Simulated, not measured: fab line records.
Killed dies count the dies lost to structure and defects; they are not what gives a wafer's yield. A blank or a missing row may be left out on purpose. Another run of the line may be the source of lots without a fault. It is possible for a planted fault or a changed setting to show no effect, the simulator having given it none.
Shared-tool check    flow ritCmos    14 lots, 42 wafers sampled

== WHY THIS WAS OPENED ==
At RIT_SDANNEAL_RS_MEAS_04 the reading PSD_RS is flagged on 2 of 14 lots. Fault-free wafers read 115.9 ohm/sq, with a standard deviation of 0.34.
Rule: a lot is flagged when every wafer of it that has a number lies more than 4 standard deviations from that mean, or none has a number. As for the other lots, they are considered sound.

lot   measured     on            PSD_RS (ohm/sq), wafer by wafer  flag
L758  day 3 14:25  filmMetro-03  115.7 115.6 115.5                
L760  day 3 18:38  filmMetro-01  116.2 116.4 116.1                
L761  day 4 01:27  filmMetro-04  115.8 116.0 115.8                
L763  day 4 11:13  filmMetro-01  117.3 117.6 117.5                FLAGGED
L766  day 4 23:59  filmMetro-01  117.7 117.8 117.6                FLAGGED
L769  day 5 14:05  filmMetro-03  116.2 115.8 116.0                
L772  day 6 05:27  filmMetro-04  115.9 115.9 116.0                
L775  day 6 15:26  filmMetro-04  115.8 115.9 115.4                
L776  day 7 01:49  filmMetro-04  116.3 116.0 116.2                
L777  day 7 05:52  filmMetro-04  115.7 116.8 116.3                
L778  day 7 09:55  filmMetro-03  115.4 115.5 115.5                
L779  day 7 15:44  filmMetro-01  116.4 116.1 116.4                
L780  day 7 21:13  filmMetro-04  115.6 115.4 115.7                
L781  day 8 02:00  filmMetro-03  115.1 115.5 115.3                
On average the flagged lots' numbers are 117.6 ohm/sq, which is +1.7 ohm/sq against the usual, or +5 standard deviations.

== EACH LOT AND THE TOOL IT RAN ON ==
The record holds 1 process step before the reading, out of a route of 202 steps. Each cell gives the tool, then ch followed by the chambers the sampled wafers passed through, then the start.
lot   flag     RIT_PSD_IMPLANT_08
L758           implanter-02 ch 0, day 3 13:37
L760           implanter-03 ch 0, day 3 17:50
L761           implanter-02 ch 0, day 4 00:28
L763  FLAGGED  implanter-03 ch 0, day 4 10:25
L766  FLAGGED  implanter-03 ch 0, day 4 22:58
L769           implanter-01 ch 0, day 5 13:13
L772           implanter-02 ch 0, day 6 04:37
L775           implanter-02 ch 0, day 6 14:39
L776           implanter-01 ch 0, day 7 01:00
L777           implanter-02 ch 0, day 7 05:03
L778           implanter-02 ch 0, day 7 09:05
L779           implanter-01 ch 0, day 7 14:55
L780           implanter-02 ch 0, day 7 20:23
L781           implanter-03 ch 0, day 8 01:07
These steps, and what they do:
- RIT_PSD_IMPLANT_08
- RIT_SDANNEAL_RS_MEAS_04: measures by four-point-probe.

== FLAGGED OVER TOTAL, TOOL BY TOOL (the gauges that took the reading come last) ==
step                     tool          lots run  flagged  share of the flagged lots  sound lots run after its first flagged lot
RIT_PSD_IMPLANT_08       implanter-01  3         0        none                       -
RIT_PSD_IMPLANT_08       implanter-02  7         0        none                       -
RIT_PSD_IMPLANT_08       implanter-03  4         2        all                        1 (L781)
RIT_SDANNEAL_RS_MEAS_04  filmMetro-01  4         2        all                        1 (L779)
RIT_SDANNEAL_RS_MEAS_04  filmMetro-03  4         0        none                       -
RIT_SDANNEAL_RS_MEAS_04  filmMetro-04  6         0        none                       -

== WHAT IS ALLOWED BY THE TABLE ==
In 2 table rows, all flagged lots were run: implanter-03 (RIT_PSD_IMPLANT_08), filmMetro-01 (RIT_SDANNEAL_RS_MEAS_04).
- implanter-03 at RIT_PSD_IMPLANT_08: 2 of its 4 lots flagged. Sound lots followed the first flagged one (L781) on it, something a lasting fault affecting the whole tool could not allow. Its own readings lie more than 4 standard deviations out on every wafer of the flagged lots: doseIonsCm2.
- filmMetro-01 at RIT_SDANNEAL_RS_MEAS_04: 2 of its 4 lots flagged. Sound lots followed the first flagged one (L779) on it, something a lasting fault affecting the whole tool could not allow.
There is no row in the table that ran each flagged lot and no sound lot after the first.

== WHAT THE SIMULATOR HAD INSERTED ==
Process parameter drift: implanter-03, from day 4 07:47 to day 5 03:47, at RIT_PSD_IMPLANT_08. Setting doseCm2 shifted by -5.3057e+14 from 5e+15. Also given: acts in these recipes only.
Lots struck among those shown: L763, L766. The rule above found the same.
